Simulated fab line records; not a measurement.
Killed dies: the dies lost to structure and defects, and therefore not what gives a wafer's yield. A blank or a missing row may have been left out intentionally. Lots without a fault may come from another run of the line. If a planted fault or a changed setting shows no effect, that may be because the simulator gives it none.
Which tool was responsible? | flow berkeley_cmos170 | 14 lots, 42 wafers sampled, at 5 steps of a route of 331

== WHAT THE GAUGES SHOWED, per wafer ==
UCB170_NWELL_THK_MEAS_05.
lot  | measured    | on            | NWELL_NITRIDE_THK (nm)
L143 | day 2 10:11 | film_metro-01 | 213.7 214.4 216.6
L144 | day 2 20:38 | film_metro-02 | 215.5 215.2 214.9
L145 | day 3 04:28 | film_metro-01 | 211.9 211.9 212.4
L146 | day 3 04:28 | film_metro-03 | 212.2 211.4 212.2
L148 | day 3 20:09 | film_metro-02 | 216.7 214.1 214.2
L149 | day 3 20:09 | film_metro-03 | 212.6 213.8 213.5
L151 | day 4 02:11 | film_metro-03 | 214.3 214.5 215.3
L150 | day 4 02:12 | film_metro-01 | 213.6 215.7 215.2
L158 | day 5 08:04 | film_metro-02 | 212.6 213.5 212.5
L157 | day 5 08:05 | film_metro-01 | 213.2 212.7 214.0
L162 | day 6 10:55 | film_metro-03 | 213.1 213.4 214.1
L164 | day 7 00:18 | film_metro-01 | 211.9 211.7 211.2
L166 | day 7 03:45 | film_metro-02 | 215.3 212.0 213.0
L165 | day 7 03:46 | film_metro-01 | 215.8 215.3 215.4

UCB170_NWELL_OVL_MEAS_12.
lot  | measured    | on         | NWELL_OVL (nm)
L143 | day 2 11:21 | overlay-02 | -8 -2 2
L144 | day 2 22:10 | overlay-02 | 4 -8 8
L145 | day 3 05:26 | overlay-01 | -2 10 6
L146 | day 3 05:41 | overlay-01 | 2 6 8
L148 | day 3 21:24 | overlay-01 | -4 4 1
L149 | day 3 21:41 | overlay-02 | 1 -1 3
L151 | day 4 03:50 | overlay-02 | 16 9 16
L150 | day 4 03:53 | overlay-02 | 2 -1 0
L158 | day 5 11:33 | overlay-02 | 10 0 7
L157 | day 5 11:50 | overlay-02 | -2 -3 -1
L162 | day 6 11:56 | overlay-01 | 4 12 12
L164 | day 7 02:23 | overlay-02 | 1 -2 1
L166 | day 7 04:55 | overlay-02 | -1 4 7
L165 | day 7 04:39 | overlay-01 | -2 1 1

UCB170_PWELL_THK_MEAS_03.
lot  | measured    | on            | PWELL_OXIDE_THK (nm)
L143 | day 3 02:50 | film_metro-03 | 25.4 25.3 25.6
L144 | day 3 10:58 | film_metro-02 | 26.3 26.0 26.3
L145 | day 3 16:12 | film_metro-04 | 24.8 24.8 25.1
L146 | day 3 16:12 | film_metro-02 | 26.0 25.7 26.3
L148 | day 4 07:37 | film_metro-02 | 25.7 25.6 25.6
L149 | day 4 07:37 | film_metro-03 | 25.5 25.6 25.8
L151 | day 4 16:04 | film_metro-04 | 26.2 26.5 26.4
L150 | day 4 16:05 | film_metro-03 | 26.0 25.8 26.1
L158 | day 5 22:51 | film_metro-02 | 28.7 28.4 29.2
L157 | day 5 22:52 | film_metro-03 | 28.9 28.7 28.4
L162 | day 6 22:54 | film_metro-03 | 25.3 24.8 25.1
L164 | day 7 14:31 | film_metro-03 | 24.9 25.1 24.7
L166 | day 7 14:31 | film_metro-02 | 24.0 24.5 24.2
L165 | day 7 14:31 | film_metro-04 | 24.3 24.6 24.9

== TOOL THAT RAN EACH LOT (tool first, then ch and the chambers of the sampled wafers, then the start) ==
lot  | UCB170_NWELL_ETCH_13              | UCB170_PWELL_OXIDATION_02
L143 | rie_diel-02 ch 0,1,2, day 2 11:22 | furnace-04 ch 0, day 3 01:27
L144 | rie_diel-02 ch 0,1,3, day 2 22:12 | furnace-02 ch 0, day 3 09:37
L145 | rie_diel-03 ch 0,2, day 3 05:28   | furnace-04 ch 0, day 3 14:50
L146 | rie_diel-01 ch 0,3, day 3 05:43   | furnace-04 ch 0, day 3 14:50
L148 | rie_diel-03 ch 1,2,3, day 3 21:26 | furnace-02 ch 0, day 4 06:16
L149 | rie_diel-01 ch 0,2, day 3 21:43   | furnace-02 ch 0, day 4 06:16
L151 | rie_diel-03 ch 0,1,2, day 4 03:52 | furnace-02 ch 0, day 4 14:43
L150 | rie_diel-01 ch 0,3, day 4 03:55   | furnace-02 ch 0, day 4 14:43
L158 | rie_diel-02 ch 1,2,3, day 5 11:35 | furnace-02 ch 0, day 5 21:30
L157 | rie_diel-01 ch 0,1,2, day 5 11:52 | furnace-02 ch 0, day 5 21:30
L162 | rie_diel-03 ch 0,1,3, day 6 11:57 | furnace-01 ch 0, day 6 21:32
L164 | rie_diel-02 ch 2,3, day 7 02:25   | furnace-01 ch 0, day 7 13:09
L166 | rie_diel-02 ch 1,2,3, day 7 04:57 | furnace-01 ch 0, day 7 13:09
L165 | rie_diel-01 ch 2,3, day 7 04:41   | furnace-01 ch 0, day 7 13:09
- UCB170_NWELL_ETCH_13: etches Si3N4 in CH3F/Ar/O2, stops on SiO2, target depth 246.4 nm, time 154 s.
- UCB170_PWELL_OXIDATION_02: target thk 26.4 nm, ox time 1260 s.

== WHAT THE TOOLS THEMSELVES READ (means of the sampled wafers that have a number; where no wafer has one, the mark that the record gives instead) ==
UCB170_NWELL_ETCH_13.
lot  | tool        | drypump_motor_current_A (A) | oes_product_au (a.u.) | rf_fwd_power_W (W) | throttle_valve_pct (%)
L143 | rie_diel-02 | 5.6                         | 0.923                 | 447.8              | 8.08
L144 | rie_diel-02 | 5.5                         | 0.918                 | 447.4              | 8.04
L145 | rie_diel-03 | 5.9                         | 0.926                 | 446.3              | 7.99
L146 | rie_diel-01 | 6.0                         | 0.917                 | 448.9              | 8.04
L148 | rie_diel-03 | 5.9                         | 0.927                 | 449.5              | 8.13
L149 | rie_diel-01 | 5.7                         | 0.922                 | 449.0              | 7.88
L151 | rie_diel-03 | 6.0                         | 0.931                 | 448.6              | 8.07
L150 | rie_diel-01 | 5.7                         | 0.928                 | 447.8              | 7.94
L158 | rie_diel-02 | 5.7                         | 0.916                 | 447.8              | 8.11
L157 | rie_diel-01 | 5.7                         | 0.925                 | 447.7              | 7.98
L162 | rie_diel-03 | 5.9                         | 0.918                 | 449.4              | 8.03
L164 | rie_diel-02 | 6.1                         | 0.920                 | 446.4              | 8.04
L166 | rie_diel-02 | 5.7                         | 0.919                 | 448.0              | 8.11
L165 | rie_diel-01 | 6.4                         | 0.938                 | 449.3              | 8.04

== THE ANSWER, worked out from the rows above alone ==
Rule: the usual values come from the lots themselves. The widest of any qualifying gaps counts: lots, ordered by their means at a reading, are off when they make up no more than a third of the lots, leave a main group of 4 or more, and stand apart from it by 3 or more times the standard deviation of that group's means. The tables above print the reading to a certain number of digits; a main group whose means all agree to those digits is not used. A lot without any number at a reading at which 4 lots or more have one is off too. All remaining lots with rows at the step are treated as sound. The gauges are gone through in route order, then the tools' own readings, and for those a lot's mean is taken as printed above. The first step at which some lot is off is used, and at that step the reading that is off furthest; a lot without a number counts as furthest.
Off: L158, L157, at UCB170_PWELL_THK_MEAS_03 (PWELL_OXIDE_THK). The main group: mean 25.4 nm, standard deviation 0.64.
A tool fits if, at a process step before that reading, it ran every lot that is off, and no sound lot after the first of them. The gauges at UCB170_PWELL_THK_MEAS_03 are tried like those tools. One fits: UCB170_PWELL_OXIDATION_02 on furnace-02. Its last sound lot is L150 (day 4 14:43), its first lot that is off L157 (day 5 21:30): a fault that began between those two fits.

== WHAT HAD BEEN PUT IN BY THE SIMULATOR ==
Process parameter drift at UCB170_PWELL_OXIDATION_02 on furnace-02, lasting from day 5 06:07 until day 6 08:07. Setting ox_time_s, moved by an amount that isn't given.
Lots struck among those shown: L158, L157. The rule given above showed the same thing.
